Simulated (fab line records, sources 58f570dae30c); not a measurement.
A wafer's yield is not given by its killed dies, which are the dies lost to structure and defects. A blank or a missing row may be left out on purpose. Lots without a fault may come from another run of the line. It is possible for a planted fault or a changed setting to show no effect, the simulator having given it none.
fab line records :: flow berkeley-cmos170 :: part 2 of 2: steps 25 to 35 of 35
record
  lots=5
  wafers=15
  last-day=11
route steps=331 shown CONTACT@231 M1@238 V1@254
lots that met no fault: from a run of the same line without faults
start-h: start of the lot's first displayed wafer, in hours after the record's first day :: wait-h: hours elapsed since this lot's preceding step :: " unchanged from the row above :: L1.1+2: a row that stands for several wafers :: - no value, or no start was given :: * or withheld: withheld :: < > ~ a bound
route shown NAME@n: a module of which the file shows steps, and the number in the route of the first :: usual: mean and standard deviation over wafers with no fault :: same: alike in all rows :: chamber/n: place in a boat :: sites: readings site by site :: _std_site: standard deviation of those values :: _edge_site: inner sites' mean taken away from outer sites' mean :: radius-mm: how far each site lies from the wafer's centre :: mask NAME#n: copy n :: behind: the most recent tool/chamber to have shaped the wafer :: hold: reason for holding the lot/hours on hold/outcome of the hold :: device: which transistor (n, p or np) failed to switch :: end of line: tests of these same wafers at the route's end :: for a step that has no rows: nothing shown but its recipe :: killed: dies lost to structure and defects at the first sort, not the wafer's yield :: map: shows each die of a wafer: x if killed, . if not, _ if none is there
set.NAME: the run value of the setting; set.NAME@STEP: its run value at that earlier step :: model.NAME: the simulator's own value behind a step, which no gauge read
lots at some steps of the route; a table a step, a row a wafer
services: the hour from which a tool's chamber was out of use, counted from the record's first day as start-h (under 0 if before that day), plus the number of hours and why
## steps
# step UCB170_V1_THK_MEAS_01
# recipe
  reads=SiO2_of_V1_CVD_00
# usual
  V1_TEOS_THK=1996/25
lot.wafer: L074.4
tool: film-metro-02
chamber: -
start-h: 148.86
wait-h: 0.0
V1_TEOS_THK[nm]: 2011

lot.wafer: L074.5
tool: film-metro-02
chamber: -
start-h: 148.86
wait-h: 0.0
V1_TEOS_THK[nm]: 1989

lot.wafer: L074.6
tool: film-metro-02
chamber: -
start-h: 148.86
wait-h: 0.0
V1_TEOS_THK[nm]: 2009

lot.wafer: L082.4
tool: film-metro-04
chamber: -
start-h: 191.11
wait-h: 0.0
V1_TEOS_THK[nm]: 2033

lot.wafer: L082.5
tool: film-metro-04
chamber: -
start-h: 191.11
wait-h: 0.0
V1_TEOS_THK[nm]: 2004

lot.wafer: L082.6
tool: film-metro-04
chamber: -
start-h: 191.11
wait-h: 0.0
V1_TEOS_THK[nm]: 2009

lot.wafer: L085.1
tool: film-metro-01
chamber: -
start-h: 207.53
wait-h: 0.1
V1_TEOS_THK[nm]: 2009

lot.wafer: L085.3
tool: film-metro-01
chamber: -
start-h: 207.53
wait-h: 0.1
V1_TEOS_THK[nm]: 1993

lot.wafer: L085.4
tool: film-metro-01
chamber: -
start-h: 207.53
wait-h: 0.1
V1_TEOS_THK[nm]: 2009

lot.wafer: L086.1
tool: film-metro-02
chamber: -
start-h: 207.53
wait-h: 0.1
V1_TEOS_THK[nm]: 1996

lot.wafer: L086.5
tool: film-metro-02
chamber: -
start-h: 207.53
wait-h: 0.1
V1_TEOS_THK[nm]: 1970

lot.wafer: L086.6
tool: film-metro-02
chamber: -
start-h: 207.53
wait-h: 0.1
V1_TEOS_THK[nm]: 2012

lot.wafer: L096.1
tool: film-metro-02
chamber: -
start-h: 257.43
wait-h: 0.1
V1_TEOS_THK[nm]: 1975

lot.wafer: L096.5
tool: film-metro-02
chamber: -
start-h: 257.43
wait-h: 0.1
V1_TEOS_THK[nm]: 2021

lot.wafer: L096.6
tool: film-metro-02
chamber: -
start-h: 257.43
wait-h: 0.1
V1_TEOS_THK[nm]: 2015
# step UCB170_V1_CMP_02
# recipe
  material=SiO2
  down-force-psi=6
  platen-rpm=60
  pad-velocity-m-s=0.75398
# usual
  edge-zone-pressure-frac=1.000/0.0053
  motor-current-A=15.8/2.1
  retaining-ring-pressure-frac=1.000/0.0053
lot.wafer: L074.4
tool: cmp-01
chamber: 1
start-h: 149.04
wait-h: 0.2
edge-zone-pressure-frac: 0.996
motor-current-A: 13.5
retaining-ring-pressure-frac: 0.993

lot.wafer: L074.5
tool: cmp-01
chamber: 2
start-h: 149.04
wait-h: 0.2
edge-zone-pressure-frac: 1.011
motor-current-A: 16.7
retaining-ring-pressure-frac: 0.998

lot.wafer: L074.6
tool: cmp-01
chamber: 3
start-h: 149.04
wait-h: 0.2
edge-zone-pressure-frac: 0.990
motor-current-A: 18.3
retaining-ring-pressure-frac: 1.007

lot.wafer: L082.4
tool: cmp-01
chamber: 3
start-h: 191.29
wait-h: 0.2
edge-zone-pressure-frac: 0.997
motor-current-A: 17.5
retaining-ring-pressure-frac: 0.995

lot.wafer: L082.5
tool: cmp-01
chamber: 0
start-h: 191.29
wait-h: 0.2
edge-zone-pressure-frac: 1.004
motor-current-A: 16.6
retaining-ring-pressure-frac: 0.994

lot.wafer: L082.6
tool: cmp-01
chamber: 1
start-h: 191.29
wait-h: 0.2
edge-zone-pressure-frac: 0.997
motor-current-A: 14.2
retaining-ring-pressure-frac: 1.009

lot.wafer: L085.3
tool: cmp-01
chamber: 2
start-h: 207.64
wait-h: 0.1
edge-zone-pressure-frac: 0.999
motor-current-A: 17.4
retaining-ring-pressure-frac: 0.991

lot.wafer: L085.1
tool: cmp-01
chamber: 3
start-h: 207.64
wait-h: 0.1
edge-zone-pressure-frac: 1.002
motor-current-A: 18.5
retaining-ring-pressure-frac: 1.004

lot.wafer: L085.4
tool: cmp-01
chamber: 0
start-h: 207.64
wait-h: 0.1
edge-zone-pressure-frac: 0.997
motor-current-A: 16.4
retaining-ring-pressure-frac: 1.004

lot.wafer: L086.1
tool: cmp-02
chamber: 1
start-h: 207.69
wait-h: 0.1
edge-zone-pressure-frac: 1.001
motor-current-A: 11.6
retaining-ring-pressure-frac: 0.997

lot.wafer: L086.5
tool: cmp-02
chamber: 3
start-h: 207.69
wait-h: 0.1
edge-zone-pressure-frac: 0.993
motor-current-A: 15.3
retaining-ring-pressure-frac: 0.996

lot.wafer: L086.6
tool: cmp-02
chamber: 0
start-h: 207.69
wait-h: 0.1
edge-zone-pressure-frac: 1.003
motor-current-A: 17.6
retaining-ring-pressure-frac: 0.997

lot.wafer: L096.1
tool: cmp-02
chamber: 2
start-h: 257.59
wait-h: 0.1
edge-zone-pressure-frac: 1.002
motor-current-A: 13.9
retaining-ring-pressure-frac: 0.988

lot.wafer: L096.6
tool: cmp-02
chamber: 0
start-h: 257.59
wait-h: 0.1
edge-zone-pressure-frac: 1.003
motor-current-A: 16.4
retaining-ring-pressure-frac: 0.998

lot.wafer: L096.5
tool: cmp-02
chamber: 1
start-h: 257.59
wait-h: 0.1
edge-zone-pressure-frac: 0.998
motor-current-A: 12.9
retaining-ring-pressure-frac: 1.005
# step UCB170_V1_BOW_MEAS_03
# recipe
  mode=bow
# usual
  V1_BOW=19/6.8
lot.wafer: L074.4
tool: film-metro-02
chamber: -
start-h: 149.25
wait-h: 0.2
V1_BOW[um]: 20

lot.wafer: L074.5
tool: film-metro-02
chamber: -
start-h: 149.25
wait-h: 0.2
V1_BOW[um]: 18

lot.wafer: L074.6
tool: film-metro-02
chamber: -
start-h: 149.25
wait-h: 0.2
V1_BOW[um]: 14

lot.wafer: L082.4
tool: film-metro-01
chamber: -
start-h: 191.50
wait-h: 0.2
V1_BOW[um]: 16

lot.wafer: L082.5
tool: film-metro-01
chamber: -
start-h: 191.50
wait-h: 0.2
V1_BOW[um]: 20

lot.wafer: L082.6
tool: film-metro-01
chamber: -
start-h: 191.50
wait-h: 0.2
V1_BOW[um]: 16

lot.wafer: L085.1
tool: film-metro-02
chamber: -
start-h: 207.89
wait-h: 0.1
V1_BOW[um]: 31

lot.wafer: L085.3
tool: film-metro-02
chamber: -
start-h: 207.89
wait-h: 0.1
V1_BOW[um]: 8

lot.wafer: L085.4
tool: film-metro-02
chamber: -
start-h: 207.89
wait-h: 0.1
V1_BOW[um]: 26

lot.wafer: L086.1
tool: film-metro-01
chamber: -
start-h: 207.89
wait-h: 0.1
V1_BOW[um]: 19

lot.wafer: L086.5
tool: film-metro-01
chamber: -
start-h: 207.89
wait-h: 0.1
V1_BOW[um]: 16

lot.wafer: L086.6
tool: film-metro-01
chamber: -
start-h: 207.89
wait-h: 0.1
V1_BOW[um]: 16

lot.wafer: L096.1
tool: film-metro-04
chamber: -
start-h: 257.79
wait-h: 0.1
V1_BOW[um]: 11

lot.wafer: L096.5
tool: film-metro-04
chamber: -
start-h: 257.79
wait-h: 0.1
V1_BOW[um]: 22

lot.wafer: L096.6
tool: film-metro-04
chamber: -
start-h: 257.79
wait-h: 0.1
V1_BOW[um]: 26
# step UCB170_V1_THK_MEAS_04
# recipe
  reads=SiO2_of_V1_CVD_00
# usual
  V1_POLISHED_THK=999.9/1.1
lot.wafer: L074.4
tool: film-metro-02
chamber: -
start-h: 149.34
wait-h: 0.1
V1_POLISHED_THK[nm]: 1000.3

lot.wafer: L074.5
tool: film-metro-02
chamber: -
start-h: 149.34
wait-h: 0.1
V1_POLISHED_THK[nm]: 1000.6

lot.wafer: L074.6
tool: film-metro-02
chamber: -
start-h: 149.34
wait-h: 0.1
V1_POLISHED_THK[nm]: 1001.9

lot.wafer: L082.4
tool: film-metro-01
chamber: -
start-h: 191.59
wait-h: 0.1
V1_POLISHED_THK[nm]: 1000.1

lot.wafer: L082.5
tool: film-metro-01
chamber: -
start-h: 191.59
wait-h: 0.1
V1_POLISHED_THK[nm]: 1000.3

lot.wafer: L082.6
tool: film-metro-01
chamber: -
start-h: 191.59
wait-h: 0.1
V1_POLISHED_THK[nm]: 999.2

lot.wafer: L085.1
tool: film-metro-02
chamber: -
start-h: 208.01
wait-h: 0.1
V1_POLISHED_THK[nm]: 998.0

lot.wafer: L085.3
tool: film-metro-02
chamber: -
start-h: 208.01
wait-h: 0.1
V1_POLISHED_THK[nm]: 999.5

lot.wafer: L085.4
tool: film-metro-02
chamber: -
start-h: 208.01
wait-h: 0.1
V1_POLISHED_THK[nm]: 998.7

lot.wafer: L086.1
tool: film-metro-01
chamber: -
start-h: 208.01
wait-h: 0.1
V1_POLISHED_THK[nm]: 999.3

lot.wafer: L086.5
tool: film-metro-01
chamber: -
start-h: 208.01
wait-h: 0.1
V1_POLISHED_THK[nm]: 999.0

lot.wafer: L086.6
tool: film-metro-01
chamber: -
start-h: 208.01
wait-h: 0.1
V1_POLISHED_THK[nm]: 999.4

lot.wafer: L096.1
tool: film-metro-04
chamber: -
start-h: 257.91
wait-h: 0.1
V1_POLISHED_THK[nm]: 1000.6

lot.wafer: L096.5
tool: film-metro-04
chamber: -
start-h: 257.91
wait-h: 0.1
V1_POLISHED_THK[nm]: 998.6

lot.wafer: L096.6
tool: film-metro-04
chamber: -
start-h: 257.91
wait-h: 0.1
V1_POLISHED_THK[nm]: 998.3
# step UCB170_V1_CLEAN_05
# recipe
  chemistry=DIW
lot.wafer: L074.4+5+6
tool: wet-bench-02
chamber: 3
start-h: 149.37
wait-h: 0.0

lot.wafer: L082.4+5+6
tool: wet-bench-04
chamber: 1
start-h: 191.62
wait-h: 0.0

lot.wafer: L085.1+3+4
tool: wet-bench-01
chamber: 1
start-h: 208.07
wait-h: 0.1

lot.wafer: L086.1+5+6
tool: wet-bench-01
chamber: 2
start-h: 208.07
wait-h: 0.1

lot.wafer: L096.1+5+6
tool: wet-bench-01
chamber: 1
start-h: 258.04
wait-h: 0.1
# step UCB170_V1_HMDS_06
# recipe
  prime-time-s=60
  prime-temp-c=100
# usual
  exhaust-pa=44.9/0.83
lot.wafer: L074.4
tool: litho-track-03
chamber: 0
start-h: 149.80
wait-h: 0.3
exhaust-pa: 45.6

lot.wafer: L074.5
tool: litho-track-03
chamber: 0
start-h: 149.80
wait-h: 0.3
exhaust-pa: 45.3

lot.wafer: L074.6
tool: litho-track-03
chamber: 0
start-h: 149.80
wait-h: 0.3
exhaust-pa: 45.0

lot.wafer: L082.4
tool: litho-track-04
chamber: 0
start-h: 192.19
wait-h: 0.4
exhaust-pa: 45.9

lot.wafer: L082.5
tool: litho-track-04
chamber: 0
start-h: 192.19
wait-h: 0.4
exhaust-pa: 46.7

lot.wafer: L082.6
tool: litho-track-04
chamber: 0
start-h: 192.19
wait-h: 0.4
exhaust-pa: 47.0

lot.wafer: L086.1
tool: litho-track-04
chamber: 0
start-h: 208.50
wait-h: 0.3
exhaust-pa: 43.7

lot.wafer: L086.5
tool: litho-track-04
chamber: 0
start-h: 208.50
wait-h: 0.3
exhaust-pa: 44.7

lot.wafer: L086.6
tool: litho-track-04
chamber: 0
start-h: 208.50
wait-h: 0.3
exhaust-pa: 44.4

lot.wafer: L085.1
tool: litho-track-03
chamber: 0
start-h: 208.52
wait-h: 0.3
exhaust-pa: 45.0

lot.wafer: L085.3
tool: litho-track-03
chamber: 0
start-h: 208.52
wait-h: 0.3
exhaust-pa: 44.5

lot.wafer: L085.4
tool: litho-track-03
chamber: 0
start-h: 208.52
wait-h: 0.3
exhaust-pa: 45.0

lot.wafer: L096.1
tool: litho-track-01
chamber: 0
start-h: 258.21
wait-h: 0.0
exhaust-pa: 44.3

lot.wafer: L096.5
tool: litho-track-01
chamber: 0
start-h: 258.21
wait-h: 0.0
exhaust-pa: 45.7

lot.wafer: L096.6
tool: litho-track-01
chamber: 0
start-h: 258.21
wait-h: 0.0
exhaust-pa: 44.9
# step UCB170_V1_COAT_07
# recipe
  resist=KrF
  spin-rpm=1500
  resist-thk-nm=900
# usual
  exhaust-pa=44.9/0.8
  spin-speed-rpm=1500.0/0.89
lot.wafer: L074.4
tool: litho-track-03
chamber: 0
start-h: 149.95
wait-h: 0.1
exhaust-pa: 45.6
spin-speed-rpm: 1500.9

lot.wafer: L074.5
tool: litho-track-03
chamber: 0
start-h: 149.95
wait-h: 0.1
exhaust-pa: 45.6
spin-speed-rpm: 1500.0

lot.wafer: L074.6
tool: litho-track-03
chamber: 0
start-h: 149.95
wait-h: 0.1
exhaust-pa: 44.9
spin-speed-rpm: 1498.9

lot.wafer: L082.4
tool: litho-track-04
chamber: 0
start-h: 192.34
wait-h: 0.1
exhaust-pa: 44.9
spin-speed-rpm: 1501.0

lot.wafer: L082.5
tool: litho-track-04
chamber: 0
start-h: 192.34
wait-h: 0.1
exhaust-pa: 43.6
spin-speed-rpm: 1500.0

lot.wafer: L082.6
tool: litho-track-04
chamber: 0
start-h: 192.34
wait-h: 0.1
exhaust-pa: 44.7
spin-speed-rpm: 1500.2

lot.wafer: L086.1
tool: litho-track-04
chamber: 0
start-h: 208.65
wait-h: 0.1
exhaust-pa: 45.6
spin-speed-rpm: 1500.1

lot.wafer: L086.5
tool: litho-track-04
chamber: 0
start-h: 208.65
wait-h: 0.1
exhaust-pa: 44.7
spin-speed-rpm: 1500.1

lot.wafer: L086.6
tool: litho-track-04
chamber: 0
start-h: 208.65
wait-h: 0.1
exhaust-pa: 44.9
spin-speed-rpm: 1499.4

lot.wafer: L085.1
tool: litho-track-03
chamber: 0
start-h: 208.67
wait-h: 0.1
exhaust-pa: 43.9
spin-speed-rpm: 1498.8

lot.wafer: L085.3
tool: litho-track-03
chamber: 0
start-h: 208.67
wait-h: 0.1
exhaust-pa: 45.0
spin-speed-rpm: 1499.9

lot.wafer: L085.4
tool: litho-track-03
chamber: 0
start-h: 208.67
wait-h: 0.1
exhaust-pa: 44.4
spin-speed-rpm: 1500.1

lot.wafer: L096.1
tool: litho-track-01
chamber: 0
start-h: 258.36
wait-h: 0.1
exhaust-pa: 47.1
spin-speed-rpm: 1500.3

lot.wafer: L096.5
tool: litho-track-01
chamber: 0
start-h: 258.36
wait-h: 0.1
exhaust-pa: 45.3
spin-speed-rpm: 1499.8

lot.wafer: L096.6
tool: litho-track-01
chamber: 0
start-h: 258.36
wait-h: 0.1
exhaust-pa: 45.0
spin-speed-rpm: 1500.4
# step UCB170_V1_SOFTBAKE_08
# recipe
  resist=KrF
  temp-c=130
  time-s=60
# usual
  exhaust-pa=44.9/0.99
lot.wafer: L074.4
tool: litho-track-03
chamber: 0
start-h: 150.10
wait-h: 0.1
exhaust-pa: 44.6

lot.wafer: L074.5
tool: litho-track-03
chamber: 0
start-h: 150.10
wait-h: 0.1
exhaust-pa: 44.7

lot.wafer: L074.6
tool: litho-track-03
chamber: 0
start-h: 150.10
wait-h: 0.1
exhaust-pa: 45.3

lot.wafer: L082.4
tool: litho-track-04
chamber: 0
start-h: 192.49
wait-h: 0.1
exhaust-pa: 45.1

lot.wafer: L082.5
tool: litho-track-04
chamber: 0
start-h: 192.49
wait-h: 0.1
exhaust-pa: 45.7

lot.wafer: L082.6
tool: litho-track-04
chamber: 0
start-h: 192.49
wait-h: 0.1
exhaust-pa: 45.4

lot.wafer: L086.1
tool: litho-track-04
chamber: 0
start-h: 208.80
wait-h: 0.1
exhaust-pa: 45.4

lot.wafer: L086.5
tool: litho-track-04
chamber: 0
start-h: 208.80
wait-h: 0.1
exhaust-pa: 45.7

lot.wafer: L086.6
tool: litho-track-04
chamber: 0
start-h: 208.80
wait-h: 0.1
exhaust-pa: 44.6

lot.wafer: L085.1
tool: litho-track-03
chamber: 0
start-h: 208.82
wait-h: 0.1
exhaust-pa: 44.6

lot.wafer: L085.3
tool: litho-track-03
chamber: 0
start-h: 208.82
wait-h: 0.1
exhaust-pa: 44.6

lot.wafer: L085.4
tool: litho-track-03
chamber: 0
start-h: 208.82
wait-h: 0.1
exhaust-pa: 43.5

lot.wafer: L096.1
tool: litho-track-01
chamber: 0
start-h: 258.51
wait-h: 0.1
exhaust-pa: 45.4

lot.wafer: L096.5
tool: litho-track-01
chamber: 0
start-h: 258.51
wait-h: 0.1
exhaust-pa: 45.1

lot.wafer: L096.6
tool: litho-track-01
chamber: 0
start-h: 258.51
wait-h: 0.1
exhaust-pa: 45.2
# step UCB170_V1_EXPOSE_09
# recipe
  mask-id=VIA1
  target-cd-nm=700
  na=0.5
  sigma-outer=0.6
  source-shape=conventional
  dose-mj=37
lot.wafer: L074.4+5+6
tool: krf-scanner-01
chamber: 0
start-h: 150.38
wait-h: 0.3
mask: VIA1#0

lot.wafer: L082.4+5+6
tool: krf-scanner-02
chamber: 0
start-h: 192.74
wait-h: 0.2
mask: VIA1#0

lot.wafer: L086.1+5+6
tool: krf-scanner-01
chamber: 0
start-h: 209.07
wait-h: 0.2
mask: VIA1#0

lot.wafer: L085.1+3+4
tool: krf-scanner-01
chamber: 0
start-h: 209.19
wait-h: 0.3
mask: VIA1#0

lot.wafer: L096.1+5+6
tool: krf-scanner-02
chamber: 0
start-h: 258.66
wait-h: 0.1
mask: VIA1#0
# step UCB170_V1_PEB_10
# recipe
  peb-temp-c=130
  peb-time-s=withheld
  resist=KrF
# usual
  exhaust-pa=45.1/0.91
lot.wafer: L074.4
tool: litho-track-03
chamber: 0
start-h: 150.51
wait-h: 0.1
exhaust-pa: 45.9

lot.wafer: L074.5
tool: litho-track-03
chamber: 0
start-h: 150.51
wait-h: 0.1
exhaust-pa: 45.8

lot.wafer: L074.6
tool: litho-track-03
chamber: 0
start-h: 150.51
wait-h: 0.1
exhaust-pa: 46.4

lot.wafer: L082.4
tool: litho-track-01
chamber: 0
start-h: 193.01
wait-h: 0.3
exhaust-pa: 43.3

lot.wafer: L082.5
tool: litho-track-01
chamber: 0
start-h: 193.01
wait-h: 0.3
exhaust-pa: 44.0

lot.wafer: L082.6
tool: litho-track-01
chamber: 0
start-h: 193.01
wait-h: 0.3
exhaust-pa: 44.4

lot.wafer: L086.1
tool: litho-track-04
chamber: 0
start-h: 209.67
wait-h: 0.6
exhaust-pa: 45.4

lot.wafer: L086.5
tool: litho-track-04
chamber: 0
start-h: 209.67
wait-h: 0.6
exhaust-pa: 43.8

lot.wafer: L086.6
tool: litho-track-04
chamber: 0
start-h: 209.67
wait-h: 0.6
exhaust-pa: 45.9

lot.wafer: L085.1
tool: litho-track-01
chamber: 0
start-h: 209.79
wait-h: 0.6
exhaust-pa: 45.4

lot.wafer: L085.3
tool: litho-track-01
chamber: 0
start-h: 209.79
wait-h: 0.6
exhaust-pa: 46.1

lot.wafer: L085.4
tool: litho-track-01
chamber: 0
start-h: 209.79
wait-h: 0.6
exhaust-pa: 45.1

lot.wafer: L096.1
tool: litho-track-01
chamber: 0
start-h: 258.94
wait-h: 0.3
exhaust-pa: 45.8

lot.wafer: L096.5
tool: litho-track-01
chamber: 0
start-h: 258.94
wait-h: 0.3
exhaust-pa: 46.1

lot.wafer: L096.6
tool: litho-track-01
chamber: 0
start-h: 258.94
wait-h: 0.3
exhaust-pa: 44.9
# step UCB170_V1_DEVELOP_11
# recipe
  developer=TMAH
  develop-time-s=45
  resist=KrF
  dev-temp-c=21
# usual
  exhaust-pa=45.1/0.95
lot.wafer: L074.4
tool: litho-track-03
chamber: 0
start-h: -
wait-h: -
exhaust-pa: 47.0

lot.wafer: L074.5
tool: litho-track-03
chamber: 0
start-h: -
wait-h: -
exhaust-pa: 47.3

lot.wafer: L074.6
tool: litho-track-03
chamber: 0
start-h: -
wait-h: -
exhaust-pa: 47.0

lot.wafer: L082.4
tool: litho-track-01
chamber: 0
start-h: -
wait-h: -
exhaust-pa: 45.7

lot.wafer: L082.5
tool: litho-track-01
chamber: 0
start-h: -
wait-h: -
exhaust-pa: 45.1

lot.wafer: L082.6
tool: litho-track-01
chamber: 0
start-h: -
wait-h: -
exhaust-pa: 44.6

lot.wafer: L086.1
tool: litho-track-04
chamber: 0
start-h: -
wait-h: -
exhaust-pa: 45.6

lot.wafer: L086.5
tool: litho-track-04
chamber: 0
start-h: -
wait-h: -
exhaust-pa: 44.8

lot.wafer: L086.6
tool: litho-track-04
chamber: 0
start-h: -
wait-h: -
exhaust-pa: 45.5

lot.wafer: L085.1
tool: litho-track-01
chamber: 0
start-h: -
wait-h: -
exhaust-pa: 45.3

lot.wafer: L085.3
tool: litho-track-01
chamber: 0
start-h: -
wait-h: -
exhaust-pa: 45.4

lot.wafer: L085.4
tool: litho-track-01
chamber: 0
start-h: -
wait-h: -
exhaust-pa: 44.9

lot.wafer: L096.1
tool: litho-track-01
chamber: 0
start-h: -
wait-h: -
exhaust-pa: 44.5

lot.wafer: L096.5
tool: litho-track-01
chamber: 0
start-h: -
wait-h: -
exhaust-pa: 43.2

lot.wafer: L096.6
tool: litho-track-01
chamber: 0
start-h: -
wait-h: -
exhaust-pa: 43.9
## services
tool: krf-scanner-01
chamber: -
start-h: 124.92
hours: 4.0
kind: pm

tool: krf-scanner-02
chamber: -
start-h: 125.51
hours: 3.4
kind: repair

tool: krf-scanner-02
chamber: -
start-h: 131.72
hours: 1.3
kind: pm

tool: pecvd-02
chamber: -
start-h: 135.40
hours: 0.5
kind: repair

tool: pecvd-02
chamber: -
start-h: 135.93
hours: 14.0
kind: pm

tool: krf-scanner-02
chamber: -
start-h: 138.45
hours: 0.8
kind: pm

tool: pecvd-02
chamber: -
start-h: 140.71
hours: 1.1
kind: repair

tool: cmp-01
chamber: -
start-h: 154.05
hours: 7.5
kind: pm

tool: rie-diel-03
chamber: 3
start-h: 163.79
hours: 2.7
kind: repair

tool: plasma-asher-01
chamber: -
start-h: 169.14
hours: 2.3
kind: repair

tool: furnace-01
chamber: -
start-h: 170.79
hours: 3.6
kind: pm

tool: rie-diel-02
chamber: 0
start-h: 176.48
hours: 5.4
kind: repair

tool: rie-diel-02
chamber: 3
start-h: 177.74
hours: 2.9
kind: repair

tool: krf-scanner-02
chamber: -
start-h: 179.53
hours: 1.8
kind: repair

tool: krf-scanner-01
chamber: -
start-h: 190.64
hours: 4.4
kind: pm

tool: cmp-01
chamber: -
start-h: 202.09
hours: 1.6
kind: repair

tool: krf-scanner-02
chamber: -
start-h: 205.30
hours: 0.8
kind: pm

tool: krf-scanner-01
chamber: -
start-h: 212.05
hours: 1.3
kind: pm

tool: krf-scanner-02
chamber: -
start-h: 232.31
hours: 1.0
kind: pm

tool: krf-scanner-01
chamber: -
start-h: 235.09
hours: 0.2
kind: repair

tool: krf-scanner-01
chamber: -
start-h: 236.18
hours: 1.0
kind: pm

tool: krf-scanner-01
chamber: -
start-h: 239.16
hours: 0.8
kind: pm

tool: krf-scanner-02
chamber: -
start-h: 247.77
hours: 0.5
kind: repair

tool: rie-diel-02
chamber: 2
start-h: 253.33
hours: 8.4
kind: repair
